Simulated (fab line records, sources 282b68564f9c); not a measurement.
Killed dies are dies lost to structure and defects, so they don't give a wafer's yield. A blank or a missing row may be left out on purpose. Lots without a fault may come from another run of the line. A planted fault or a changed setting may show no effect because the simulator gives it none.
Which tool did it? | flow rit_cmos | 14 lots, 42 wafers sampled, at 2 steps of a route of 202

WHAT THE GAUGES READ, wafer by wafer
RIT_GATE_THK_MEAS_07.
lot  | measured    | on            | GATE_OXIDE_THK (nm)
L800 | day 2 13:38 | film_metro-04 | 3.10 3.05 2.98
L803 | day 3 05:08 | film_metro-04 | 2.96 2.99 3.03
L805 | day 3 20:06 | film_metro-02 | 2.88 2.94 2.99
L806 | day 4 05:52 | film_metro-01 | 2.95 2.89 2.96
L812 | day 5 01:55 | film_metro-04 | 2.85 2.89 2.85
L813 | day 5 06:50 | film_metro-02 | 2.72 2.79 2.73 2.71 2.73 2.66
L816 | day 5 21:21 | film_metro-04 | 2.99 3.02 3.04
L817 | day 6 01:37 | film_metro-04 | 3.02 3.04 2.97
L818 | day 6 05:07 | film_metro-02 | 2.99 2.92 3.01
L819 | day 6 13:23 | film_metro-04 | 2.90 3.02 3.00
L820 | day 6 16:01 | film_metro-04 | 3.05 3.01 2.97
L821 | day 6 20:21 | film_metro-04 | 3.06 3.07 3.13
L822 | day 7 07:58 | film_metro-04 | 3.01 2.98 3.02
L823 | day 7 10:36 | film_metro-01 | 2.84 2.97 2.94

WHICH TOOL RAN EACH LOT (tool, then ch and the chambers of the sampled wafers, then the start)
lot  | RIT_GATE_OXIDATION_05
L800 | furnace-04 ch 0, day 2 10:22
L803 | furnace-03 ch 0, day 2 23:16
L805 | furnace-04 ch 0, day 3 18:16
L806 | furnace-01 ch 0, day 4 02:25
L812 | furnace-04 ch 0, day 5 00:35
L813 | furnace-04 ch 0, day 5 03:32
L816 | furnace-03 ch 0, day 5 18:43
L817 | furnace-03 ch 0, day 6 00:18
L818 | furnace-01 ch 0, day 6 03:47
L819 | furnace-03 ch 0, day 6 12:04
L820 | furnace-01 ch 0, day 6 14:41
L821 | furnace-01 ch 0, day 6 18:52
L822 | furnace-03 ch 0, day 7 02:08
L823 | furnace-03 ch 0, day 7 07:57
- RIT_GATE_OXIDATION_05: target thk 3 nm, ox time 270 s.

WHAT THE TOOLS THEMSELVES READ (means of the sampled wafers that have a number; where no wafer has one, the mark that the record gives instead)
RIT_GATE_OXIDATION_05.
lot  | tool       | spike_tc_centre_C (C) | spike_tc_load_C (C) | tube_center_temp_C (C) | tube_center_temp_C_max | zone_power_centre_pct (%)
L800 | furnace-04 | 902.7                 | 924.5               | 899.90                 | 902.0                  | 42
L803 | furnace-03 | 904.7                 | 929.0               | 899.98                 | 902.2                  | 39
L805 | furnace-04 | 901.2                 | 924.2               | 900.00                 | 902.2                  | 43
L806 | furnace-01 | 899.5                 | 927.7               | 899.94                 | 902.1                  | 48
L812 | furnace-04 | 897.1                 | 919.9               | 894.96                 | 897.8                  | 42
L813 | furnace-04 | 897.4                 | 919.9               | 895.05                 | 897.3                  | 42
L816 | furnace-03 | 904.5                 | 929.2               | 900.08                 | 902.4                  | 39
L817 | furnace-03 | 904.9                 | 928.1               | 900.05                 | 902.6                  | 39
L818 | furnace-01 | 899.0                 | 927.4               | 900.00                 | 902.2                  | 48
L819 | furnace-03 | 906.3                 | 929.2               | 900.10                 | 902.3                  | 39
L820 | furnace-01 | 899.2                 | 926.7               | 899.95                 | 902.3                  | 48
L821 | furnace-01 | 899.9                 | 927.6               | 900.02                 | 902.0                  | 48
L822 | furnace-03 | 905.2                 | 928.8               | 900.06                 | 902.2                  | 39
L823 | furnace-03 | 904.0                 | 929.7               | 900.01                 | 902.4                  | 39

THE ANSWER, worked out from the rows above alone
Rule: what is usual is taken from the lots themselves. Put in order of their means at a reading, lots are off if they are a third of the lots or fewer, leave a main group of 4 or more, and stand apart from it by a gap of 3 or more times the standard deviation of the main group's means; of several such gaps the widest counts. A main group whose means are all the same, to the digits that the tables above print for the reading, isn't used. A lot without any number at a reading at which 4 lots or more have one is off too. The other lots that the step has rows for count as sound. The gauges are gone through in route order, then the tools' own readings, and for those a lot's mean is taken as printed above. The first step at which some lot is off is used, and at that step the reading that is off furthest; a lot without a number counts as furthest.
Off: L812, L813, at RIT_GATE_OXIDATION_05 (tube_center_temp_C). The main group: mean 900.01 C, standard deviation 0.057.
A tool fits if, at that step or a process step before it, it ran every lot that is off, and no sound lot after the first of them. One fits: furnace-04 at RIT_GATE_OXIDATION_05. Its last sound lot is L805 (day 3 18:16), its first lot that is off L812 (day 5 00:35): a fault that began between those two fits.
The tool's own readings at RIT_GATE_OXIDATION_05 bear it out: on the lots that are off they differ by more than 5 times the standard deviation of the sound lots' means. tube_center_temp_C reads 895.00 C there against 900.01 C on the sound lots; tube_center_temp_C_max reads 897.5 there against 902.2 on the sound lots.

WHAT THE SIMULATOR HAD PUT IN
Process parameter drift: furnace-04, from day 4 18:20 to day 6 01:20, at RIT_GATE_OXIDATION_05. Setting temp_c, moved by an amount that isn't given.
Lots struck among those shown: L812, L813. The rule above found the same.
